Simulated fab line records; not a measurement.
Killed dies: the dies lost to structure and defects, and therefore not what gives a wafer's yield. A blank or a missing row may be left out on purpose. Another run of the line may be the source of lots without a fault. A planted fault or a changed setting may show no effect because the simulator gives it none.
Struck lot and sound lot, side by side	flow berkeleyCmos170	17 out of 331 route steps
Sound: the wafers L638.2, L638.3, L638.4. Struck: wafer L649.1. (L649.3, L649.4 of the same lot were not struck and are left out.) The cause comes at the end.
Per side, at each step with rows, come the tool, then ch with its chambers, and then its first start. Under that, the readings that differ: sound wafers	struck wafers	difference of the means	sigmas: that difference in standard deviations of wafers without a fault.
alike: readings whose means differ by less than 2 such deviations, and words and numbers that are the same on both sides. not compared: withheld readings, readings that some wafer has no value for, bounds like >300 that may hide the same value, and numbers for which the record gives no deviation and whose values overlap.
The two part at a step that has a row with sigmas, a row that says differs or no value, or rows on one side only. Non-overlapping numbers with no deviation appear without sigmas and do not part them. Lack of a reading on every wafer of one side parts them only where that side has two or more wafers.

first, 5 steps without rows for these wafers: UCB170_NLDD_COAT_01 (resist thk 900 nm); UCB170_NLDD_SOFTBAKE_02 (time 60 s); UCB170_NLDD_EXPOSE_03 (exposes mask NSELECT, target cd 1200 nm); UCB170_NLDD_PEB_04; UCB170_NLDD_DEVELOP_05 (develop time 45 s).
UCB170_NLDD_CD_MEAS_06: target cd 1200 nm.
  sound: cdSem-01 at day 6 18:34; struck: cdSem-02 at day 9 14:56
reading	sound	struck	difference	sigmas
cdNm (nm)	1200.9 1199.8 1198.8	1203.6	+3.8	+3
UCB170_NLDD_OVL_MEAS_07:
  sound: overlay-02 at day 6 18:41; struck: overlay-01 at day 9 15:04
  alike: NLDD_OVL
then, 2 steps without rows for these wafers: UCB170_NLDD_IMPLANT_08; UCB170_NLDD_IMPLANT_09.
UCB170_NLDD_STRIP_10: strips in O2.
  sound on plasmaAsher-02 ch 0,1, day 6 19:01; struck on plasmaAsher-02 ch 1, day 9 15:24
  alike: drypumpMotorCurrentA, oesProductAu, stripTimeToEndpointS
  not compared: rfHoursCounterH
UCB170_NLDD_TW_MEAS_11:
  sound: filmMetro-02 at day 6 19:07; struck: filmMetro-02 at day 9 15:30
  alike: NLDD_TW
then, 1 step without rows for these wafers: UCB170_NLDD_CLEAN_12 (cleans in SPM, time 600 s).
UCB170_SPACER_CVD_00: deposits SiO2 from TEOS/O2, target thk 376 nm, time 47 s.
  sound on pecvd-03 ch 0,2, day 6 19:21; struck on pecvd-03 ch 2, day 9 16:34
reading	sound	struck	difference	sigmas
runLengthS (s)	74.7 74.5 75.0	103.5	+28.8	+48
model.SiO2_of_SPACER_CVD_00.thkNm (nm)	367.3 375.2 377.6	608	+235	
  alike: heaterPowerW
UCB170_SPACER_THK_MEAS_01:
  sound: filmMetro-03 at day 6 19:24; struck: filmMetro-03 at day 9 16:37
reading	sound	struck	difference	sigmas
SPACER_TEOS_THK (nm)	367 375 378	609	+236	+45
then, 1 step without rows for these wafers: UCB170_SPACER_ANNEAL_02 (time 1800 s).
UCB170_SPACER_ETCHBACK_03: etches SiO2 in CHF3/CF4/Ar, stops on Si, target depth 376 nm, time 100 s.
  sound on rieDiel-01 ch 0,1,3, day 7 01:00; struck on rieDiel-04 ch 3, day 9 19:30
reading	sound	struck	difference	sigmas
oesProductAu (a.u.)	0.873 0.887 0.900	1.000	+0.113	+7
model.etch.depthNm (nm)	367.3 375.2 377.6	431.3	+57.9	
  alike: drypumpMotorCurrentA, throttleValvePct
  not compared: rfHoursCounterH
then, 1 step without rows for these wafers: UCB170_PSD_HMDS_00 (prime time 60 s).

## WHERE THEY PART
First at UCB170_NLDD_CD_MEAS_06; last, within this record, at UCB170_SPACER_ETCHBACK_03.

WHY: the cause the simulator had injected
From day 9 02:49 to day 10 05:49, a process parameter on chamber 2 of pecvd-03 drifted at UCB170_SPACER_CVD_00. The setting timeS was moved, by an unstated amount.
